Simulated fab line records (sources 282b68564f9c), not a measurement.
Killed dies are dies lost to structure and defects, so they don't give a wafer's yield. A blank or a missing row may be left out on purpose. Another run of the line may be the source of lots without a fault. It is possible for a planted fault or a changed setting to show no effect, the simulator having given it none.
fab line records	flow rit-cmos	part 1 of 2: steps 1 to 28 of 39
record lots=5	wafers=15	last-day=5
route steps=202 shown REOX@98 NLDD@103 PLDD@114 SPACER@125 NSD@131
lots with no fault: from the same line, run without faults
start-h: hours from the record's first day to the start of the lot's first wafer shown	wait-h: time in hours since the lot's previous step	" the same as in the row above	L1.1+2: a row that stands for several wafers	- either no value or no given start	* or withheld: withheld	< > ~ a bound
route shown NAME@n: NAME is a module with steps in the file, n the number in the route of the first one	usual: mean/standard deviation of fault-free wafers	same: alike in all rows	chamber/n: place in a boat	sites: per-site readings	_std_site: the values' standard deviation	_edge_site: inner sites' mean taken away from outer sites' mean	radius-mm: for every site, how far away it sits from the centre of the wafer	mask NAME#n: copy n	behind: the tool/chamber that last shaped the wafer	hold: why the lot went on hold/how many hours it stayed there/how the hold came to an end	device: transistor that didn't switch, given as n, p or np	end of line: tests run on the same wafers once the route is complete	a step given without rows: its recipe and nothing more	killed: the dies lost at the first sort to structure and to defects; this is not the yield of the wafer	map: a wafer's dies, x killed, . not, _ none there
set.NAME: the setting the step ran with; set.NAME@STEP: the setting that earlier step ran with	model.NAME: the simulator's own value behind a step, which no gauge read
certain route steps with their lots: each step a table, each wafer a row
services: from which hour (start-h, from the record's first day; less than 0 if before it) a tool's chamber was out of use, for how many hours, and why
## steps
# step RIT_REOX_CLEAN_00
# recipe chemistry=SC1	mix=3:3:50	time-s=600	temp-c=75
lot.wafer	tool	chamber	start-h	wait-h
L077.2+4+5	wet-bench-03	0	53.98	0.1
L079.3+5+6	wet-bench-02	0	66.51	0.1
L080.1+2+3	wet-bench-04	0	69.47	0.1
L085.1+2+6	wet-bench-04	1	92.76	0.1
L088.2+4+5	wet-bench-02	1	111.48	0.1
# step RIT_REOX_CLEAN_01
# recipe chemistry=dHF	dilution=50:1	time-s=30
lot.wafer	tool	chamber	start-h	wait-h
L077.2+4+5	wet-bench-03	0	54.33	0.2
L079.3+5+6	wet-bench-03	0	66.68	0.0
L080.1+2+3	wet-bench-02	3	69.65	0.0
L085.1+2+6	wet-bench-03	0	92.94	0.0
L088.2+4+5	wet-bench-02	3	111.65	0.0
# step RIT_REOX_CLEAN_02
# recipe chemistry=SC2	mix=3:3:50	time-s=600	temp-c=75	dry=n2-spin
lot.wafer	tool	chamber	start-h	wait-h
L077.2+4+5	wet-bench-02	1	54.34	0.0
L079.3+5+6	wet-bench-04	1	66.70	0.0
L080.1+2+3	wet-bench-04	3	69.66	0.0
L085.1+2+6	wet-bench-02	1	92.95	0.0
L088.2+4+5	wet-bench-04	0	111.67	0.0
# step RIT_REOX_OXIDATION_03
# recipe temp-c=900	ambient=O2	target-thk-a=252	ox-time-s=5580
# usual zone-power-source-pct=28.5/0.37
# same ox-time-s=5580
lot.wafer	tool	chamber	start-h	wait-h	zone-power-source-pct
L077.2	furnace-04	0	54.88	0.3	28.9
L077.4	"	0	"	"	29.6
L077.5	"	0	"	"	28.8
L079.3	furnace-03	0	67.06	0.2	27.9
L079.5	"	0	"	"	28.3
L079.6	"	0	"	"	28.3
L080.1	furnace-03	0	69.86	0.0	28.4
L080.2	"	0	"	"	28.2
L080.3	"	0	"	"	28.3
L085.1	furnace-01	0	93.74	0.6	28.9
L085.2	"	0	"	"	28.6
L085.6	"	0	"	"	28.6
L088.2	furnace-03	0	112.05	0.2	28.1
L088.4	"	0	"	"	27.9
L088.5	"	0	"	"	28.7
# step RIT_REOX_THK_MEAS_04
# recipe reads=SiO2_of_REOX_OXIDATION_03
# usual REOX_OXIDE_THK=24.8/0.57
lot.wafer	tool	chamber	start-h	wait-h	REOX_OXIDE_THK[nm]
L077.2	film-metro-03	-	57.44	0.0	24.9
L077.4	"	-	"	"	25.1
L077.5	"	-	"	"	25.3
L079.3	film-metro-03	-	69.63	0.0	25.3
L079.5	"	-	"	"	25.5
L079.6	"	-	"	"	25.1
L080.1	film-metro-03	-	72.41	0.0	25.2
L080.2	"	-	"	"	24.8
L080.3	"	-	"	"	24.9
L085.1	film-metro-03	-	96.29	0.0	24.4
L085.2	"	-	"	"	24.5
L085.6	"	-	"	"	24.7
L088.2	film-metro-03	-	114.61	0.0	24.7
L088.4	"	-	"	"	25.4
L088.5	"	-	"	"	24.6
# step RIT_NLDD_HMDS_00
# recipe prime-time-s=60	prime-temp-c=140
# usual exhaust-pa=44.9/0.83
# same prime-time-s=60
lot.wafer	tool	chamber	start-h	wait-h	exhaust-pa
L077.2	litho-track-01	0	57.51	0.1	42.8
L077.4	"	0	"	"	44.5
L077.5	"	0	"	"	45.2
L079.3	litho-track-04	0	69.72	0.1	46.0
L079.5	"	0	"	"	45.8
L079.6	"	0	"	"	45.1
L080.1	litho-track-03	0	72.60	0.2	44.6
L080.2	"	0	"	"	45.2
L080.3	"	0	"	"	45.4
L085.1	litho-track-03	0	96.42	0.1	44.5
L085.2	"	0	"	"	46.6
L085.6	"	0	"	"	44.1
L088.2	litho-track-01	0	114.69	0.1	45.1
L088.4	"	0	"	"	44.1
L088.5	"	0	"	"	44.1
# step RIT_NLDD_COAT_01
# recipe resist=NOVOLAK	spin-rpm=3250	resist-thk-nm=1000
# usual exhaust-pa=44.9/0.93
lot.wafer	tool	chamber	start-h	wait-h	exhaust-pa
L077.2	litho-track-01	0	57.66	0.1	44.1
L077.4	"	0	"	"	44.3
L077.5	"	0	"	"	44.5
L079.3	litho-track-04	0	69.87	0.1	46.0
L079.5	"	0	"	"	45.3
L079.6	"	0	"	"	44.3
L080.1	litho-track-03	0	72.75	0.1	46.5
L080.2	"	0	"	"	45.5
L080.3	"	0	"	"	44.8
L085.1	litho-track-03	0	96.57	0.1	43.8
L085.2	"	0	"	"	44.4
L085.6	"	0	"	"	43.7
L088.2	litho-track-01	0	114.84	0.1	45.8
L088.4	"	0	"	"	45.6
L088.5	"	0	"	"	46.7
# step RIT_NLDD_SOFTBAKE_02
# recipe resist=NOVOLAK	temp-c=90	time-s=60
# usual exhaust-pa=45.0/0.97	heater-power-total-W=34.56/0.049
lot.wafer	tool	chamber	start-h	wait-h	exhaust-pa	heater-power-total-W
L077.2	litho-track-01	0	57.81	0.1	47.5	34.60
L077.4	"	0	"	"	45.9	34.51
L077.5	"	0	"	"	45.9	34.53
L079.3	litho-track-04	0	70.02	0.1	45.7	34.57
L079.5	"	0	"	"	45.0	34.57
L079.6	"	0	"	"	45.9	34.53
L080.1	litho-track-03	0	72.90	0.1	44.9	34.55
L080.2	"	0	"	"	45.2	34.54
L080.3	"	0	"	"	42.7	34.61
L085.1	litho-track-03	0	96.72	0.1	43.9	34.56
L085.2	"	0	"	"	43.9	34.56
L085.6	"	0	"	"	46.0	34.49
L088.2	litho-track-01	0	114.99	0.1	46.2	34.58
L088.4	"	0	"	"	45.7	34.54
L088.5	"	0	"	"	45.9	34.59
# step RIT_NLDD_EXPOSE_03
# recipe mask-id=M7	na=0.57	target-cd-nm=40700	dose-mj=250
lot.wafer	tool	chamber	start-h	wait-h	mask
L077.2+4+5	iline-stepper-01	0	57.96	0.1	M7#0
L079.3+5+6	iline-stepper-02	0	70.28	0.2	M7#0
L080.1+2+3	iline-stepper-01	0	73.18	0.2	M7#0
L085.1+2+6	iline-stepper-01	0	96.87	0.1	M7#0
L088.2+4+5	iline-stepper-02	0	115.26	0.2	M7#0
# step RIT_NLDD_PEB_04
# recipe resist=NOVOLAK	temp-c=withheld	time-s=withheld
# usual exhaust-pa=45.1/0.82
lot.wafer	tool	chamber	start-h	wait-h	exhaust-pa
L077.2	litho-track-01	0	58.08	0.1	44.7
L077.4	"	0	"	"	45.9
L077.5	"	0	"	"	45.8
L079.3	litho-track-03	0	70.41	0.1	44.1
L079.5	"	0	"	"	45.3
L079.6	"	0	"	"	44.6
L080.1	litho-track-04	0	73.30	0.1	46.9
L080.2	"	0	"	"	46.2
L080.3	"	0	"	"	45.5
L085.1	litho-track-01	0	96.99	0.1	45.0
L085.2	"	0	"	"	46.1
L085.6	"	0	"	"	44.8
L088.2	litho-track-03	0	115.38	0.1	44.5
L088.4	"	0	"	"	43.9
L088.5	"	0	"	"	44.2
# step RIT_NLDD_DEVELOP_05
# recipe resist=NOVOLAK	develop-time-s=50	dev-temp-c=23
# usual exhaust-pa=44.9/0.79
lot.wafer	tool	chamber	start-h	wait-h	exhaust-pa
L077.2	litho-track-01	0	-	-	43.9
L077.4	"	0	"	"	44.2
L077.5	"	0	"	"	43.8
L079.3	litho-track-03	0	-	-	45.5
L079.5	"	0	"	"	45.7
L079.6	"	0	"	"	46.1
L080.1	litho-track-04	0	-	-	45.7
L080.2	"	0	"	"	45.2
L080.3	"	0	"	"	44.9
L085.1	litho-track-01	0	-	-	43.3
L085.2	"	0	"	"	44.9
L085.6	"	0	"	"	44.9
L088.2	litho-track-03	0	-	-	43.5
L088.4	"	0	"	"	43.2
L088.5	"	0	"	"	44.5
# step RIT_NLDD_OVL_MEAS_06
# usual NLDD_OVL=0.1/1.4
lot.wafer	tool	chamber	start-h	wait-h	NLDD_OVL[nm]
L077.2	overlay-01	-	58.34	-	0.2
L077.4	"	-	"	"	-0.7
L077.5	"	-	"	"	-1.2
L079.3	overlay-01	-	70.65	-	-0.4
L079.5	"	-	"	"	-0.7
L079.6	"	-	"	"	-3.0
L080.1	overlay-02	-	73.58	-	1.9
L080.2	"	-	"	"	1.5
L080.3	"	-	"	"	1.9
L085.1	overlay-01	-	97.27	-	-0.6
L085.2	"	-	"	"	1.0
L085.6	"	-	"	"	0.3
L088.2	overlay-02	-	115.64	-	1.1
L088.4	"	-	"	"	0.7
L088.5	"	-	"	"	1.6
# step RIT_NLDD_HARDBAKE_07
# recipe resist=NOVOLAK	temp-c=140	time-s=60
# usual exhaust-pa=44.9/0.92	heater-power-total-W=62.54/0.051
lot.wafer	tool	chamber	start-h	wait-h	exhaust-pa	heater-power-total-W
L077.2	litho-track-04	0	58.40	0.0	44.3	62.58
L077.4	"	0	"	"	44.0	62.49
L077.5	"	0	"	"	44.4	62.58
L079.3	litho-track-04	0	70.73	0.1	43.7	62.58
L079.5	"	0	"	"	46.3	62.61
L079.6	"	0	"	"	44.3	62.51
L080.1	litho-track-01	0	73.62	0.0	46.2	62.58
L080.2	"	0	"	"	46.8	62.50
L080.3	"	0	"	"	47.4	62.60
L085.1	litho-track-03	0	97.31	0.0	44.1	62.54
L085.2	"	0	"	"	44.8	62.66
L085.6	"	0	"	"	44.6	62.58
L088.2	litho-track-03	0	115.70	0.0	45.1	62.53
L088.4	"	0	"	"	44.3	62.53
L088.5	"	0	"	"	44.9	62.57
# step RIT_NLDD_IMPLANT_08
# recipe species=P	energy-kev=20	dose-cm2=5e+14	tilt-deg=7
# usual beam-energy-keV=19.999/0.0062	dose-ions-cm2=5e+14/5.8e+11
lot.wafer	tool	chamber	start-h	wait-h	beam-energy-keV	dose-ions-cm2
L077.2	implanter-04	0	58.55	0.1	19.997	4.997e+14
L077.4	"	0	"	"	19.999	4.998e+14
L077.5	"	0	"	"	19.982	4.993e+14
L079.3	implanter-02	0	70.88	0.1	19.995	4.996e+14
L079.5	"	0	"	"	19.997	5.002e+14
L079.6	"	0	"	"	19.994	5.002e+14
L080.1	implanter-02	0	73.77	0.1	19.996	5.002e+14
L080.2	"	0	"	"	20.005	5.006e+14
L080.3	"	0	"	"	20.000	4.993e+14
L085.1	implanter-01	0	97.46	0.1	20.007	5.006e+14
L085.2	"	0	"	"	20.005	4.994e+14
L085.6	"	0	"	"	19.998	4.994e+14
L088.2	implanter-04	0	115.85	0.1	19.998	4.997e+14
L088.4	"	0	"	"	19.994	4.996e+14
L088.5	"	0	"	"	19.993	5.002e+14
# step RIT_NLDD_STRIP_09
# recipe chemistry=O2	time-s=180	resist=NOVOLAK	platen-temp-c=withheld	power-w=500	pressure-mtorr=4000	o2-flow-sccm=4000
# usual drypump-motor-current-A=6.00/0.28
lot.wafer	tool	chamber	start-h	wait-h	drypump-motor-current-A	rf-hours-counter-h
L077.2	plasma-asher-04	1	58.67	0.1	5.52	40
L077.4	"	0	"	"	6.25	-
L077.5	"	0	"	"	6.20	-
L079.3	plasma-asher-03	1	71.04	0.1	5.83	-
L079.5	"	1	"	"	5.82	-
L079.6	"	0	"	"	5.93	-
L080.1	plasma-asher-03	1	73.92	0.1	5.82	28
L080.2	"	0	"	"	5.94	28
L080.3	"	1	"	"	5.82	-
L085.1	plasma-asher-02	1	97.61	0.1	5.93	46
L085.2	"	0	"	"	6.31	46
L085.6	"	0	"	"	6.30	-
L088.2	plasma-asher-02	1	115.97	0.1	5.95	48
L088.4	"	1	"	"	5.95	-
L088.5	"	0	"	"	6.36	-
# step RIT_NLDD_TW_MEAS_10
# usual NLDD_TW=2490/26
lot.wafer	tool	chamber	start-h	wait-h	NLDD_TW
L077.2	film-metro-04	-	58.86	0.1	2490
L077.4	"	-	"	"	2492
L077.5	"	-	"	"	2487
L079.3	film-metro-03	-	71.17	0.1	2520
L079.5	"	-	"	"	2526
L079.6	"	-	"	"	2526
L080.1	film-metro-01	-	74.09	0.1	2490
L080.2	"	-	"	"	2493
L080.3	"	-	"	"	2491
L085.1	film-metro-03	-	97.78	0.1	2538
L085.2	"	-	"	"	2519
L085.6	"	-	"	"	2515
L088.2	film-metro-01	-	116.16	0.1	2471
L088.4	"	-	"	"	2459
L088.5	"	-	"	"	2468
# step RIT_PLDD_HMDS_00
# recipe prime-time-s=60	prime-temp-c=140
# usual exhaust-pa=45.0/0.99
# same prime-time-s=60
lot.wafer	tool	chamber	start-h	wait-h	exhaust-pa
L077.2	litho-track-03	0	58.93	0.1	44.6
L077.4	"	0	"	"	45.1
L077.5	"	0	"	"	44.3
L079.3	litho-track-01	0	71.26	0.1	45.0
L079.5	"	0	"	"	45.9
L079.6	"	0	"	"	44.2
L080.1	litho-track-03	0	74.15	0.1	43.5
L080.2	"	0	"	"	46.0
L080.3	"	0	"	"	45.8
L085.1	litho-track-02	0	97.84	0.1	45.7
L085.2	"	0	"	"	45.2
L085.6	"	0	"	"	45.9
L088.2	litho-track-02	0	116.23	0.1	43.7
L088.4	"	0	"	"	44.1
L088.5	"	0	"	"	44.3
# step RIT_PLDD_COAT_01
# recipe resist=NOVOLAK	spin-rpm=3250	resist-thk-nm=1000
# usual exhaust-pa=45.1/0.88
lot.wafer	tool	chamber	start-h	wait-h	exhaust-pa
L077.2	litho-track-03	0	59.08	0.1	44.7
L077.4	"	0	"	"	44.9
L077.5	"	0	"	"	44.4
L079.3	litho-track-01	0	71.41	0.1	44.0
L079.5	"	0	"	"	45.6
L079.6	"	0	"	"	44.7
L080.1	litho-track-03	0	74.30	0.1	45.5
L080.2	"	0	"	"	44.0
L080.3	"	0	"	"	45.4
L085.1	litho-track-02	0	97.99	0.1	43.6
L085.2	"	0	"	"	43.3
L085.6	"	0	"	"	43.2
L088.2	litho-track-02	0	116.38	0.1	45.2
L088.4	"	0	"	"	44.9
L088.5	"	0	"	"	45.9
# step RIT_PLDD_SOFTBAKE_02
# recipe resist=NOVOLAK	temp-c=90	time-s=60
# usual exhaust-pa=45.1/0.85	heater-power-total-W=34.56/0.046
lot.wafer	tool	chamber	start-h	wait-h	exhaust-pa	heater-power-total-W
L077.2	litho-track-03	0	59.23	0.1	45.0	34.58
L077.4	"	0	"	"	45.3	34.57
L077.5	"	0	"	"	44.1	34.45
L079.3	litho-track-01	0	71.56	0.1	45.6	34.58
L079.5	"	0	"	"	45.4	34.65
L079.6	"	0	"	"	46.3	34.57
L080.1	litho-track-03	0	74.45	0.1	44.0	34.59
L080.2	"	0	"	"	44.9	34.46
L080.3	"	0	"	"	44.1	34.54
L085.1	litho-track-02	0	98.14	0.1	46.6	34.56
L085.2	"	0	"	"	46.2	34.55
L085.6	"	0	"	"	45.9	34.53
L088.2	litho-track-02	0	116.53	0.1	45.1	34.53
L088.4	"	0	"	"	44.9	34.59
L088.5	"	0	"	"	44.7	34.52
# step RIT_PLDD_EXPOSE_03
# recipe mask-id=M8	na=0.57	target-cd-nm=40900	dose-mj=250
lot.wafer	tool	chamber	start-h	wait-h	mask
L077.2+4+5	iline-stepper-02	0	59.50	0.2	M8#0
L079.3+5+6	iline-stepper-01	0	71.83	0.2	M8#0
L080.1+2+3	iline-stepper-02	0	74.73	0.2	M8#0
L085.1+2+6	iline-stepper-01	0	98.42	0.2	M8#0
L088.2+4+5	iline-stepper-01	0	116.68	0.1	M8#0
# step RIT_PLDD_PEB_04
# recipe resist=NOVOLAK	temp-c=withheld	time-s=withheld
# usual exhaust-pa=44.8/0.8
lot.wafer	tool	chamber	start-h	wait-h	exhaust-pa
L077.2	litho-track-01	0	59.63	0.1	44.6
L077.4	"	0	"	"	45.2
L077.5	"	0	"	"	44.5
L079.3	litho-track-01	0	72.06	0.2	45.3
L079.5	"	0	"	"	46.2
L079.6	"	0	"	"	46.2
L080.1	litho-track-01	0	74.84	0.1	45.1
L080.2	"	0	"	"	44.8
L080.3	"	0	"	"	44.0
L085.1	litho-track-02	0	98.53	0.1	43.9
L085.2	"	0	"	"	44.9
L085.6	"	0	"	"	44.1
L088.2	litho-track-02	0	116.80	0.1	46.3
L088.4	"	0	"	"	45.9
L088.5	"	0	"	"	44.9
# step RIT_PLDD_DEVELOP_05
# recipe resist=NOVOLAK	develop-time-s=50	dev-temp-c=23
# usual exhaust-pa=45.0/0.86
lot.wafer	tool	chamber	start-h	wait-h	exhaust-pa
L077.2	litho-track-01	0	-	-	44.7
L077.4	"	0	"	"	43.2
L077.5	"	0	"	"	44.3
L079.3	litho-track-01	0	-	-	45.7
L079.5	"	0	"	"	45.6
L079.6	"	0	"	"	44.2
L080.1	litho-track-01	0	-	-	44.8
L080.2	"	0	"	"	43.8
L080.3	"	0	"	"	46.0
L085.1	litho-track-02	0	-	-	43.7
L085.2	"	0	"	"	44.5
L085.6	"	0	"	"	44.1
L088.2	litho-track-02	0	-	-	44.6
L088.4	"	0	"	"	44.4
L088.5	"	0	"	"	44.3
# step RIT_PLDD_OVL_MEAS_06
# usual PLDD_OVL=0.3/1.2
lot.wafer	tool	chamber	start-h	wait-h	PLDD_OVL[nm]
L077.2	overlay-01	-	59.89	-	-0.8
L077.4	"	-	"	"	-1.2
L077.5	"	-	"	"	0.2
L079.3	overlay-01	-	72.31	-	0.7
L079.5	"	-	"	"	2.0
L079.6	"	-	"	"	0.1
L080.1	overlay-01	-	75.13	-	-0.3
L080.2	"	-	"	"	-1.6
L080.3	"	-	"	"	-2.7
L085.1	overlay-02	-	98.82	-	1.0
L085.2	"	-	"	"	0.7
L085.6	"	-	"	"	1.0
L088.2	overlay-02	-	117.07	-	-2.0
L088.4	"	-	"	"	-0.5
L088.5	"	-	"	"	-0.8
# step RIT_PLDD_HARDBAKE_07
# recipe resist=NOVOLAK	temp-c=140	time-s=60
# usual exhaust-pa=45.2/0.93	heater-power-total-W=62.55/0.049
lot.wafer	tool	chamber	start-h	wait-h	exhaust-pa	heater-power-total-W
L077.2	litho-track-03	0	59.94	0.0	44.2	62.62
L077.4	"	0	"	"	44.7	62.54
L077.5	"	0	"	"	44.1	62.58
L079.3	litho-track-01	0	72.38	0.1	45.4	62.53
L079.5	"	0	"	"	46.3	62.58
L079.6	"	0	"	"	45.1	62.57
L080.1	litho-track-02	0	75.16	0.0	44.7	62.51
L080.2	"	0	"	"	44.1	62.51
L080.3	"	0	"	"	44.6	62.52
L085.1	litho-track-03	0	98.85	0.0	43.9	62.47
L085.2	"	0	"	"	44.6	62.48
L085.6	"	0	"	"	44.8	62.58
L088.2	litho-track-02	0	117.12	0.0	44.9	62.53
L088.4	"	0	"	"	44.0	62.59
L088.5	"	0	"	"	46.6	62.51
# step RIT_PLDD_IMPLANT_08
# recipe species=BF2	energy-kev=20	dose-cm2=9e+14	tilt-deg=7
# usual beam-energy-keV=20.000/0.0058	dose-ions-cm2=8.997e+14/9.6e+11
lot.wafer	tool	chamber	start-h	wait-h	beam-energy-keV	dose-ions-cm2
L077.2	implanter-04	0	60.09	0.1	20.004	9.004e+14
L077.4	"	0	"	"	20.001	8.998e+14
L077.5	"	0	"	"	20.010	8.997e+14
L079.3	implanter-02	0	72.53	0.1	19.998	8.99e+14
L079.5	"	0	"	"	19.999	9e+14
L079.6	"	0	"	"	20.007	9.018e+14
L080.1	implanter-04	0	75.31	0.1	19.994	9.019e+14
L080.2	"	0	"	"	19.995	8.991e+14
L080.3	"	0	"	"	20.000	8.992e+14
L085.1	implanter-04	0	99.00	0.1	19.994	8.998e+14
L085.2	"	0	"	"	19.999	9.011e+14
L085.6	"	0	"	"	19.995	9.023e+14
L088.2	implanter-04	0	117.27	0.1	20.000	8.991e+14
L088.4	"	0	"	"	19.999	8.989e+14
L088.5	"	0	"	"	19.996	8.996e+14
# step RIT_PLDD_STRIP_09
# recipe chemistry=O2	time-s=180	resist=NOVOLAK	platen-temp-c=withheld	power-w=500	pressure-mtorr=4000	o2-flow-sccm=4000
# usual drypump-motor-current-A=5.8/0.52
lot.wafer	tool	chamber	start-h	wait-h	drypump-motor-current-A	rf-hours-counter-h
L077.2	plasma-asher-04	1	60.22	0.1	5.5	40
L077.4	"	1	"	"	5.5	-
L077.5	"	1	"	"	5.5	-
L079.3	plasma-asher-02	0	72.69	0.1	6.3	-
L079.5	"	0	"	"	6.3	-
L079.6	"	1	"	"	5.9	-
L080.1	plasma-asher-04	1	75.46	0.1	5.5	42
L080.2	"	0	"	"	6.2	42
L080.3	"	0	"	"	6.2	-
L085.1	plasma-asher-01	1	99.15	0.1	6.3	46
L085.2	"	0	"	"	5.1	46
L085.6	"	0	"	"	5.1	-
L088.2	plasma-asher-02	1	117.40	0.1	6.0	49
L088.4	"	1	"	"	5.9	-
L088.5	"	0	"	"	6.3	-
# step RIT_PLDD_TW_MEAS_10
# usual PLDD_TW=2361/18
lot.wafer	tool	chamber	start-h	wait-h	PLDD_TW
L077.2	film-metro-04	-	60.40	0.1	2351
L077.4	"	-	"	"	2347
L077.5	"	-	"	"	2353
L079.3	film-metro-01	-	72.82	0.1	2347
L079.5	"	-	"	"	2352
L079.6	"	-	"	"	2346
L080.1	film-metro-04	-	75.64	0.1	2362
L080.2	"	-	"	"	2364
L080.3	"	-	"	"	2355
L085.1	film-metro-04	-	99.33	0.1	2361
L085.2	"	-	"	"	2351
L085.6	"	-	"	"	2354
L088.2	film-metro-03	-	117.58	0.1	2391
L088.4	"	-	"	"	2387
L088.5	"	-	"	"	2390
# step RIT_SPACER_CLEAN_00
# recipe chemistry=SC1	mix=3:3:50	time-s=600	temp-c=75
lot.wafer	tool	chamber	start-h	wait-h
L077.2+4+5	wet-bench-02	0	60.45	0.0
L079.3+5+6	wet-bench-01	2	72.86	0.0
L080.1+2+3	wet-bench-03	1	75.70	0.1
L085.1+2+6	wet-bench-01	0	99.39	0.1
L088.2+4+5	wet-bench-02	2	117.63	0.0
